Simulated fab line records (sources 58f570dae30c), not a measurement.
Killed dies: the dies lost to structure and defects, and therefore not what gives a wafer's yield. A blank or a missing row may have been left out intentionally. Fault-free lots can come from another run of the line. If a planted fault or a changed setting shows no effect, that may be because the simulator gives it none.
Comparing a struck lot with a sound one    flow berkeleyCmos170    14 steps out of a route of 331
Sound: wafers L859.1, L859.5, L859.6. Wafers L871.3, L871.5, L871.6 were the ones struck. Last of all comes the cause.
Per side, at each step with rows, come the tool, then ch with its chambers, and then its first start. Under that, the readings that differ: sound wafers    struck wafers    difference of the means    sigmas: that difference in standard deviations of wafers without a fault.
alike: a reading whose means differ by less than 2 such deviations, as well as words and numbers matching on both sides. not compared: withheld readings; readings where some wafer has no value; bounds like >300 that might hide an equal value; numbers whose values overlap and for which the record gives no deviation.
Wherever a step has rows on one side only, a row that says differs or no value, or a row with sigmas, the two part there. Numbers that don't overlap but have no deviation are shown without sigmas and don't part them. A reading that every wafer of one side lacks parts them only if that side has two wafers or more.

first, 3 steps without rows for these wafers: UCB170_NVT_EXPOSE_03 (exposes mask PWELL, target cd 3000 nm); UCB170_NVT_PEB_04; UCB170_NVT_DEVELOP_05 (develop time 45 s).
UCB170_NVT_OVL_MEAS_06:
  sound on overlay-01 at day 5 21:37; struck on overlay-01 at day 8 05:04
  alike: NVT_OVL
after that, 1 step had no rows for these wafers: UCB170_NVT_IMPLANT_07.
UCB170_NVT_STRIP_08: strips in O2.
  sound on plasmaAsher-04 ch 0,1, day 5 21:49; struck on plasmaAsher-04 ch 0,1, day 8 05:17
  alike: drypumpMotorCurrentA, oesProductAu, stripTimeToEndpointS
  not compared: rfHoursCounterH
UCB170_NVT_TW_MEAS_09:
  sound on filmMetro-04 at day 5 21:55; struck on filmMetro-01 at day 8 05:22
  alike: NVT_TW
then, 5 steps without rows for these wafers: UCB170_NVT_CLEAN_10 (cleans in SPM, time 600 s); UCB170_PVT_HMDS_00 (prime time 60 s); UCB170_PVT_COAT_01 (resist thk 900 nm); UCB170_PVT_SOFTBAKE_02 (time 60 s); UCB170_PVT_EXPOSE_03 (exposes mask NWELL, target cd 3000 nm).
UCB170_PVT_PEB_04:
  struck on lithoTrack-02, day 8 07:08; sound on lithoTrack-01 ch 0, day 5 23:26
  no value came back on the struck wafers for chillPlateTempC (C), exhaustPa (Pa); on the sound wafers chillPlateTempC (C) reads 22.79 22.97 23.01
then, 1 step without rows for these wafers: UCB170_PVT_DEVELOP_05 (develop time 45 s).

WHERE THEY PART
Only at UCB170_PVT_PEB_04, as far as this record shows.

WHY: the cause the simulator had injected
Step skipped in full: lithoTrack-02, at UCB170_PVT_PEB_04, from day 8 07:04 onward. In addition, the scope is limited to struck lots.
